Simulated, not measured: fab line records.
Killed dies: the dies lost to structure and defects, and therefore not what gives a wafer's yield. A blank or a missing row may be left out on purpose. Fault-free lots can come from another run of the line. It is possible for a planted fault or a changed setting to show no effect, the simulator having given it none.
Which tool was responsible?    flow berkeleyCmos170    36 wafers from 12 lots sampled at 5 of the route's 331 steps

== WHAT THE GAUGES READ, wafer by wafer ==
UCB170_PVT_OVL_MEAS_06. Usual: PVT_OVL gives -3 nm (standard deviation 5.7).
lot   measured      on          PVT_OVL (nm)  flag
L110  day 5 08:36   overlay-01  0 3 -2        
L111  day 5 18:22   overlay-01  -10 -10 -9    
L112  day 6 09:52   overlay-01  -6 4 0        
L113  day 6 19:50   overlay-02  -4 -4 1       
L114  day 6 20:07   overlay-01  1 -1 6        
L115  day 6 20:23   overlay-02  14 14 10      
L117  day 7 05:45   overlay-02  -5 -2 0       
L116  day 7 05:47   overlay-02  -2 3 -7       
L123  day 8 18:40   overlay-01  -11 1 -8      
L133  day 10 06:06  overlay-01  -5 2 3        
L131  day 10 06:22  overlay-01  -16 -8 -11    
L132  day 10 06:55  overlay-01  -2 2 -4       

UCB170_PVT_TW_MEAS_09. Usual: PVT_TW gives 511 (standard deviation 3).
lot   measured      on            PVT_TW       flag
L110  day 5 08:53   filmMetro-01  508 507 512  
L111  day 5 18:39   filmMetro-03  509 508 510  
L112  day 6 10:10   filmMetro-03  510 509 513  
L113  day 6 20:08   filmMetro-03  509 511 509  
L114  day 6 20:25   filmMetro-04  515 514 513  
L115  day 6 20:41   filmMetro-01  512 510 509  
L117  day 7 06:02   filmMetro-01  515 513 513  
L116  day 7 06:04   filmMetro-03  511 509 510  
L123  day 8 18:58   filmMetro-04  512 515 517  
L133  day 10 06:24  filmMetro-04  516 517 518  
L131  day 10 06:39  filmMetro-01  513 512 510  
L132  day 10 07:12  filmMetro-01  512 513 512  

UCB170_GATE_THK_MEAS_02. Usual: GATE_OXIDE_THK gives 6.59 nm (standard deviation 0.11).
lot   measured      on            GATE_OXIDE_THK (nm)  flag
L110  day 5 13:10   filmMetro-04  6.41 6.42 6.44       
L111  day 6 00:32   filmMetro-02  6.76 6.68 6.67       
L112  day 6 15:03   filmMetro-01  6.53 6.50 6.45       
L113  day 7 04:46   filmMetro-01  6.64 6.69 6.69       
L114  day 7 04:46   filmMetro-04  6.59 6.34 6.45       
L115  day 7 04:49   filmMetro-01  6.75 6.73 6.75       
L117  day 7 12:53   filmMetro-01  7.43 6.73 6.61       OFF
L116  day 7 12:52   filmMetro-04  6.79 7.08 7.67       OFF
L123  day 8 21:50   filmMetro-01  6.48 6.45 6.45       
L133  day 10 10:19  filmMetro-02  6.42 6.50 6.66       
L131  day 10 10:17  filmMetro-04  6.44 6.48 6.52       
L132  day 10 10:17  filmMetro-01  6.77 6.71 6.70       

UCB170_GATE_CD_MEAS_12: target cd 350 nm. Usual: cdNm reads 350.1 nm (standard deviation 1.2).
lot   measured      on        cdNm (nm)          flag
L110  day 5 20:23   cdSem-02  348.2 347.8 348.5  
L111  day 6 07:22   cdSem-01  351.3 348.6 349.3  
L112  day 6 22:10   cdSem-01  350.4 349.9 349.7  
L113  day 7 12:20   cdSem-01  349.2 349.4 349.3  
L114  day 7 12:29   cdSem-02  347.5 348.0 349.5  
L115  day 7 12:35   cdSem-01  350.9 349.8 349.5  
L117  day 7 21:15   cdSem-02  349.3 349.9 350.7  
L116  day 7 21:29   cdSem-01  351.7 351.0 351.2  
L123  day 9 04:44   cdSem-02  350.9 351.4 352.5  
L133  day 10 18:06  cdSem-02  351.1 351.3 352.0  
L131  day 10 18:17  cdSem-02  352.0 351.5 349.9  
L132  day 10 18:34  cdSem-01  350.5 351.1 350.6  

== TOOL THAT RAN EACH LOT (tool first, then ch and the chambers of the sampled wafers, then the start) ==
lot   UCB170_GATE_OXIDATION_01
L110  furnace-01 ch 0, day 5 11:40
L111  furnace-03 ch 0, day 5 23:02
L112  furnace-01 ch 0, day 6 13:31
L113  furnace-02 ch 0, day 7 03:16
L114  furnace-02 ch 0, day 7 03:16
L115  furnace-02 ch 0, day 7 03:16
L117  furnace-02 ch 0, day 7 11:22
L116  furnace-02 ch 0, day 7 11:22
L123  furnace-03 ch 0, day 8 20:20
L133  furnace-01 ch 0, day 10 08:47
L131  furnace-01 ch 0, day 10 08:47
L132  furnace-01 ch 0, day 10 08:47
- UCB170_GATE_OXIDATION_01: target thk 6.6 nm, ox time 1800 s.

== WHAT THE TOOLS THEMSELVES READ (means of the sampled wafers that have a number; where no wafer has one, the mark that the record gives instead) ==
UCB170_GATE_OXIDATION_01. Usual: spikeTcCentreC 852.3 C, standard deviation 1.2; zonePowerCentrePct 37.1 %, standard deviation 2.5; zonePowerSourcePct 22.1 %, standard deviation 0.65.
lot   tool        spikeTcCentreC (C)  zonePowerCentrePct (%)  zonePowerSourcePct (%)  flag
L110  furnace-01  852.3               39.4                    21.9                    
L111  furnace-03  852.2               39.2                    23.7                    
L112  furnace-01  853.3               39.8                    22.0                    
L113  furnace-02  851.5               34.8                    21.8                    
L114  furnace-02  852.1               34.4                    21.6                    
L115  furnace-02  852.3               34.7                    21.7                    
L117  furnace-02  880.3               44.0                    20.0                    OFF
L116  furnace-02  879.6               44.5                    20.2                    OFF
L123  furnace-03  852.7               39.3                    23.7                    
L133  furnace-01  853.5               39.3                    22.2                    
L131  furnace-01  853.0               39.5                    22.1                    
L132  furnace-01  853.4               39.7                    22.0                    

== THE ANSWER, worked out from the rows above alone ==
Rule: a lot counts as off when the mean over its wafers that have a number is more than 3 standard deviations away from the usual mean. A lot without any number at a reading at which 4 lots or more have one is off too. The other lots that the step has rows for count as sound. Order of review: gauges by route order, followed by the tools' own readings, for which a lot's mean as printed above is used. At the first step where some lot is off, the reading lying furthest off is the one used; lots without a number count as furthest.
Off: at UCB170_GATE_THK_MEAS_02 (GATE_OXIDE_THK), L117, L116.
If a tool, at a process step before that reading, ran all the lots that are off and no sound lot after the first of them, it fits. The gauges at UCB170_GATE_THK_MEAS_02 aren't tried: what is off there is off at UCB170_GATE_OXIDATION_01 too, on other tools, and a gauge's error can't cause that. One fits: furnace-02 at UCB170_GATE_OXIDATION_01. A fault onset in the window from L113 (day 7 03:16, its last sound lot) to L116 (day 7 11:22, its first lot off) fits.
The tool's own readings at UCB170_GATE_OXIDATION_01 bear it out: on the lots that are off they differ by more than 5 times the standard deviation of the sound lots' means. spikeTcCentreC reads 880.0 C there against 852.6 C on the sound lots.

== WHAT WAS PUT IN BY THE SIMULATOR ==
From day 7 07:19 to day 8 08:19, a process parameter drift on furnace-02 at UCB170_GATE_OXIDATION_01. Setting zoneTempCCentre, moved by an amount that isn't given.
Struck lots among those shown: L117, L116. The rule above reached the same finding.
